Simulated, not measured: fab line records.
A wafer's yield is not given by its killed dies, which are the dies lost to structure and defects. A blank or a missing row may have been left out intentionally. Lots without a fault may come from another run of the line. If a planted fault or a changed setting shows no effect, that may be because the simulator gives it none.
Which tool was responsible? || flow berkeley_cmos170 || 39 wafers from 13 lots sampled at 5 of the route's 331 steps

WHAT THE GAUGES READ, wafer by wafer
UCB170_PVT_TW_MEAS_09. Usual: PVT_TW gives 508 (standard deviation 3.3).
{"lot": "L310", "measured": "day 6 01:05", "on": "film_metro-03", "PVT_TW": "511 514 512", "flag": ""}
{"lot": "L311", "measured": "day 6 11:54", "on": "film_metro-03", "PVT_TW": "514 513 513", "flag": ""}
{"lot": "L313", "measured": "day 6 13:25", "on": "film_metro-02", "PVT_TW": "504 504 501", "flag": ""}
{"lot": "L318", "measured": "day 7 18:46", "on": "film_metro-04", "PVT_TW": "1043 1045 1046 1042 1044 1046", "flag": "OFF"}
{"lot": "L317", "measured": "day 7 18:29", "on": "film_metro-03", "PVT_TW": "514 510 511", "flag": ""}
{"lot": "L319", "measured": "day 7 18:19", "on": "film_metro-04", "PVT_TW": "1052 1041 1049 1049 1038 1045", "flag": "OFF"}
{"lot": "L322", "measured": "day 8 12:53", "on": "film_metro-03", "PVT_TW": "509 509 511", "flag": ""}
{"lot": "L323", "measured": "day 8 12:55", "on": "film_metro-04", "PVT_TW": "508 506 510", "flag": ""}
{"lot": "L324", "measured": "day 9 14:53", "on": "film_metro-02", "PVT_TW": "505 506 504", "flag": ""}
{"lot": "L327", "measured": "day 9 14:39", "on": "film_metro-02", "PVT_TW": "507 504 504", "flag": ""}
{"lot": "L326", "measured": "day 9 14:38", "on": "film_metro-04", "PVT_TW": "507 508 507", "flag": ""}
{"lot": "L331", "measured": "day 10 04:03", "on": "film_metro-04", "PVT_TW": "504 505 506", "flag": ""}
{"lot": "L333", "measured": "day 10 22:22", "on": "film_metro-02", "PVT_TW": "502 506 506", "flag": ""}

UCB170_GATE_THK_MEAS_05. Usual: GATE_POLY_THK gives 214.4 nm (standard deviation 1.8).
{"lot": "L310", "measured": "day 6 11:29", "on": "film_metro-01", "GATE_POLY_THK (nm)": "215.6 215.8 213.8", "flag": ""}
{"lot": "L311", "measured": "day 6 21:49", "on": "film_metro-03", "GATE_POLY_THK (nm)": "216.2 216.7 214.8", "flag": ""}
{"lot": "L313", "measured": "day 6 23:13", "on": "film_metro-01", "GATE_POLY_THK (nm)": "214.8 213.1 214.6", "flag": ""}
{"lot": "L317", "measured": "day 8 04:09", "on": "film_metro-01", "GATE_POLY_THK (nm)": "213.4 212.6 213.7", "flag": ""}
{"lot": "L322", "measured": "day 8 23:02", "on": "film_metro-03", "GATE_POLY_THK (nm)": "217.4 214.2 216.2", "flag": ""}
{"lot": "L323", "measured": "day 8 23:02", "on": "film_metro-04", "GATE_POLY_THK (nm)": "216.9 218.5 216.5", "flag": ""}
{"lot": "L324", "measured": "day 9 23:37", "on": "film_metro-03", "GATE_POLY_THK (nm)": "214.3 213.1 212.7", "flag": ""}
{"lot": "L327", "measured": "day 9 23:37", "on": "film_metro-04", "GATE_POLY_THK (nm)": "214.7 217.1 215.5", "flag": ""}
{"lot": "L326", "measured": "day 9 23:37", "on": "film_metro-01", "GATE_POLY_THK (nm)": "216.5 217.7 215.5", "flag": ""}
{"lot": "L331", "measured": "day 10 12:04", "on": "film_metro-01", "GATE_POLY_THK (nm)": "211.3 211.0 210.4", "flag": ""}
{"lot": "L333", "measured": "day 11 06:47", "on": "film_metro-01", "GATE_POLY_THK (nm)": "214.9 215.7 213.8", "flag": ""}

UCB170_GATE_CD_MEAS_12 targets a cd of 350 nm. Usual: cd_nm at 349.5 nm, with a standard deviation of 1.6.
{"lot": "L310", "measured": "day 6 12:58", "on": "cd_sem-01", "cd_nm (nm)": "351.0 351.8 351.8", "flag": ""}
{"lot": "L311", "measured": "day 6 22:51", "on": "cd_sem-02", "cd_nm (nm)": "348.8 349.2 348.1", "flag": ""}
{"lot": "L313", "measured": "day 7 00:41", "on": "cd_sem-01", "cd_nm (nm)": "351.3 349.9 350.4", "flag": ""}
{"lot": "L317", "measured": "day 8 05:56", "on": "cd_sem-02", "cd_nm (nm)": "350.2 352.5 351.0", "flag": ""}
{"lot": "L322", "measured": "day 9 00:07", "on": "cd_sem-01", "cd_nm (nm)": "348.3 349.3 349.9", "flag": ""}
{"lot": "L323", "measured": "day 9 00:17", "on": "cd_sem-02", "cd_nm (nm)": "348.2 349.5 348.3", "flag": ""}
{"lot": "L324", "measured": "day 10 02:06", "on": "cd_sem-02", "cd_nm (nm)": "348.5 349.2 347.4", "flag": ""}
{"lot": "L327", "measured": "day 10 02:00", "on": "cd_sem-02", "cd_nm (nm)": "349.7 349.6 349.2", "flag": ""}
{"lot": "L326", "measured": "day 10 02:16", "on": "cd_sem-02", "cd_nm (nm)": "349.1 350.2 350.1", "flag": ""}
{"lot": "L331", "measured": "day 10 13:43", "on": "cd_sem-02", "cd_nm (nm)": "346.3 346.1 345.9", "flag": ""}
{"lot": "L333", "measured": "day 11 08:21", "on": "cd_sem-01", "cd_nm (nm)": "349.6 351.2 350.4", "flag": ""}

WHICH TOOL RAN EACH LOT (tool, then ch and the chambers of the sampled wafers, then the start)
{"lot": "L310", "UCB170_ACTIVE_PEB_11": "litho_track-04 ch 0, day 3 22:50", "UCB170_PVT_IMPLANT_07": "implanter-01 ch 0, day 6 00:50"}
{"lot": "L311", "UCB170_ACTIVE_PEB_11": "litho_track-03 ch 0, day 4 14:29", "UCB170_PVT_IMPLANT_07": "implanter-03 ch 0, day 6 11:40"}
{"lot": "L313", "UCB170_ACTIVE_PEB_11": "litho_track-03 ch 0, day 5 00:11", "UCB170_PVT_IMPLANT_07": "implanter-01 ch 0, day 6 13:10"}
{"lot": "L318", "UCB170_ACTIVE_PEB_11": "litho_track-04 ch 0, day 6 06:05", "UCB170_PVT_IMPLANT_07": "implanter-03 ch 0, day 7 18:32"}
{"lot": "L317", "UCB170_ACTIVE_PEB_11": "litho_track-03 ch 0, day 6 06:14", "UCB170_PVT_IMPLANT_07": "implanter-01 ch 0, day 7 18:14"}
{"lot": "L319", "UCB170_ACTIVE_PEB_11": "litho_track-02 ch 0, day 6 06:32", "UCB170_PVT_IMPLANT_07": "implanter-03 ch 0, day 7 18:05"}
{"lot": "L322", "UCB170_ACTIVE_PEB_11": "litho_track-04 ch 0, day 7 02:53", "UCB170_PVT_IMPLANT_07": "implanter-01 ch 0, day 8 12:38"}
{"lot": "L323", "UCB170_ACTIVE_PEB_11": "litho_track-04 ch 0, day 7 05:08", "UCB170_PVT_IMPLANT_07": "implanter-04 ch 0, day 8 12:40"}
{"lot": "L324", "UCB170_ACTIVE_PEB_11": "litho_track-04 ch 0, day 8 00:43", "UCB170_PVT_IMPLANT_07": "implanter-01 ch 0, day 9 14:40"}
{"lot": "L327", "UCB170_ACTIVE_PEB_11": "litho_track-03 ch 0, day 8 00:59", "UCB170_PVT_IMPLANT_07": "implanter-04 ch 0, day 9 14:26"}
{"lot": "L326", "UCB170_ACTIVE_PEB_11": "litho_track-02 ch 0, day 8 01:14", "UCB170_PVT_IMPLANT_07": "implanter-01 ch 0, day 9 14:25"}
{"lot": "L331", "UCB170_ACTIVE_PEB_11": "litho_track-04 ch 0, day 8 17:22", "UCB170_PVT_IMPLANT_07": "implanter-04 ch 0, day 10 03:51"}
{"lot": "L333", "UCB170_ACTIVE_PEB_11": "litho_track-02 ch 0, day 9 10:41", "UCB170_PVT_IMPLANT_07": "implanter-04 ch 0, day 10 22:07"}
- UCB170_ACTIVE_PEB_11
- UCB170_PVT_IMPLANT_07

AS READ BY THE TOOLS THEMSELVES (means over the sampled wafers that have a number; for cases with no such wafer, the mark the record gives instead)
UCB170_ACTIVE_PEB_11. Usual: heater_power_total_W 56.84 W, standard deviation 0.053; plate_sensor_t_centre_C 131.41 C, standard deviation 0.01; plate_sensor_t_edge_C 131.53 C, standard deviation 0.01.
{"lot": "L310", "tool": "litho_track-04", "heater_power_total_W (W)": 56.85, "plate_sensor_t_centre_C (C)": 131.40, "plate_sensor_t_edge_C (C)": 131.53, "flag": ""}
{"lot": "L311", "tool": "litho_track-03", "heater_power_total_W (W)": 56.83, "plate_sensor_t_centre_C (C)": 131.41, "plate_sensor_t_edge_C (C)": 131.54, "flag": ""}
{"lot": "L313", "tool": "litho_track-03", "heater_power_total_W (W)": 56.83, "plate_sensor_t_centre_C (C)": 131.41, "plate_sensor_t_edge_C (C)": 131.53, "flag": ""}
{"lot": "L318", "tool": "litho_track-04", "heater_power_total_W (W)": 56.86, "plate_sensor_t_centre_C (C)": 131.41, "plate_sensor_t_edge_C (C)": 131.53, "flag": ""}
{"lot": "L317", "tool": "litho_track-03", "heater_power_total_W (W)": 56.86, "plate_sensor_t_centre_C (C)": 131.40, "plate_sensor_t_edge_C (C)": 131.53, "flag": ""}
{"lot": "L319", "tool": "litho_track-02", "heater_power_total_W (W)": 56.88, "plate_sensor_t_centre_C (C)": 131.41, "plate_sensor_t_edge_C (C)": 131.53, "flag": ""}
{"lot": "L322", "tool": "litho_track-04", "heater_power_total_W (W)": 56.76, "plate_sensor_t_centre_C (C)": 131.41, "plate_sensor_t_edge_C (C)": 131.53, "flag": ""}
{"lot": "L323", "tool": "litho_track-04", "heater_power_total_W (W)": 56.85, "plate_sensor_t_centre_C (C)": 131.41, "plate_sensor_t_edge_C (C)": 131.52, "flag": ""}
{"lot": "L324", "tool": "litho_track-04", "heater_power_total_W (W)": 56.85, "plate_sensor_t_centre_C (C)": 131.40, "plate_sensor_t_edge_C (C)": 131.53, "flag": ""}
{"lot": "L327", "tool": "litho_track-03", "heater_power_total_W (W)": 56.89, "plate_sensor_t_centre_C (C)": 131.41, "plate_sensor_t_edge_C (C)": 131.53, "flag": ""}
{"lot": "L326", "tool": "litho_track-02", "heater_power_total_W (W)": 56.84, "plate_sensor_t_centre_C (C)": 131.41, "plate_sensor_t_edge_C (C)": 131.53, "flag": ""}
{"lot": "L331", "tool": "litho_track-04", "heater_power_total_W (W)": 56.80, "plate_sensor_t_centre_C (C)": 131.41, "plate_sensor_t_edge_C (C)": 131.53, "flag": ""}
{"lot": "L333", "tool": "litho_track-02", "heater_power_total_W (W)": 56.85, "plate_sensor_t_centre_C (C)": 131.41, "plate_sensor_t_edge_C (C)": 131.54, "flag": ""}

UCB170_PVT_IMPLANT_07. Usual: dose_ions_cm2 2e+12, standard deviation 2.1e+09; end_station_pressure_torr 4.97e-06 Torr, standard deviation 2.4e-07; faraday_current_uA 6.34, standard deviation 0.12.
{"lot": "L310", "tool": "implanter-01", "dose_ions_cm2": 2e+12, "end_station_pressure_torr (Torr)": 4.99e-06, "faraday_current_uA": 6.29, "flag": ""}
{"lot": "L311", "tool": "implanter-03", "dose_ions_cm2": 2e+12, "end_station_pressure_torr (Torr)": 5.15e-06, "faraday_current_uA": 6.22, "flag": ""}
{"lot": "L313", "tool": "implanter-01", "dose_ions_cm2": 2e+12, "end_station_pressure_torr (Torr)": 4.99e-06, "faraday_current_uA": 6.28, "flag": ""}
{"lot": "L318", "tool": "implanter-03", "dose_ions_cm2": 2e+13, "end_station_pressure_torr (Torr)": 4.89e-06, "faraday_current_uA": 63.76, "flag": "OFF"}
{"lot": "L317", "tool": "implanter-01", "dose_ions_cm2": 2e+12, "end_station_pressure_torr (Torr)": 4.95e-06, "faraday_current_uA": 6.35, "flag": ""}
{"lot": "L319", "tool": "implanter-03", "dose_ions_cm2": 2e+13, "end_station_pressure_torr (Torr)": 5.07e-06, "faraday_current_uA": 62.92, "flag": "OFF"}
{"lot": "L322", "tool": "implanter-01", "dose_ions_cm2": 2e+12, "end_station_pressure_torr (Torr)": 5.02e-06, "faraday_current_uA": 6.49, "flag": ""}
{"lot": "L323", "tool": "implanter-04", "dose_ions_cm2": 2e+12, "end_station_pressure_torr (Torr)": 5.15e-06, "faraday_current_uA": 6.48, "flag": ""}
{"lot": "L324", "tool": "implanter-01", "dose_ions_cm2": 2e+12, "end_station_pressure_torr (Torr)": 4.98e-06, "faraday_current_uA": 6.42, "flag": ""}
{"lot": "L327", "tool": "implanter-04", "dose_ions_cm2": 2e+12, "end_station_pressure_torr (Torr)": 5.01e-06, "faraday_current_uA": 6.39, "flag": ""}
{"lot": "L326", "tool": "implanter-01", "dose_ions_cm2": 2e+12, "end_station_pressure_torr (Torr)": 4.92e-06, "faraday_current_uA": 6.19, "flag": ""}
{"lot": "L331", "tool": "implanter-04", "dose_ions_cm2": 2e+12, "end_station_pressure_torr (Torr)": 4.77e-06, "faraday_current_uA": 6.39, "flag": ""}
{"lot": "L333", "tool": "implanter-04", "dose_ions_cm2": 2e+12, "end_station_pressure_torr (Torr)": 4.77e-06, "faraday_current_uA": 6.42, "flag": ""}

THE ANSWER, worked out from the rows above alone
Rule: lot off if the mean of its wafers having a number is beyond 3 standard deviations from the usual mean. Also off: a lot with no number at a reading for which 4 or more lots have one. Where the step has rows for the other lots, those lots are counted as sound. First the gauges in route order, then the tools' own readings, where a lot's mean is used as printed above. At the first step where some lot is off, the reading lying furthest off is the one used; lots without a number count as furthest.
Off: L318, L319, at UCB170_PVT_TW_MEAS_09 (PVT_TW).
A tool fits if, at a process step before that reading, it ran every lot that is off, and no sound lot after the first of them. Not tried: the gauges at UCB170_PVT_TW_MEAS_09; whatever is off there is also off at UCB170_PVT_IMPLANT_07, on other tools, and gauge error can't account for it. One fits: implanter-03 at UCB170_PVT_IMPLANT_07. A fault onset in the window from L311 (day 6 11:40, its last sound lot) to L319 (day 7 18:05, its first lot off) fits.
The tool's own readings at UCB170_PVT_IMPLANT_07 bear it out: on the lots that are off they differ by more than 5 times the standard deviation of the sound lots' means. dose_ions_cm2 reads 2e+13 there against 2e+12 on the sound lots; faraday_current_uA reads 63.34 there against 6.36 on the sound lots.

WHAT WAS PUT IN BY THE SIMULATOR
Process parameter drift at UCB170_PVT_IMPLANT_07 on implanter-03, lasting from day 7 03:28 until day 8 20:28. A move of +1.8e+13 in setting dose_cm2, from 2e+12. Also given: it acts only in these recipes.
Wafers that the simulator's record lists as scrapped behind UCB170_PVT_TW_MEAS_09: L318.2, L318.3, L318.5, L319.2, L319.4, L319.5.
Struck lots among those shown: L319, L318. The rule above found the same.
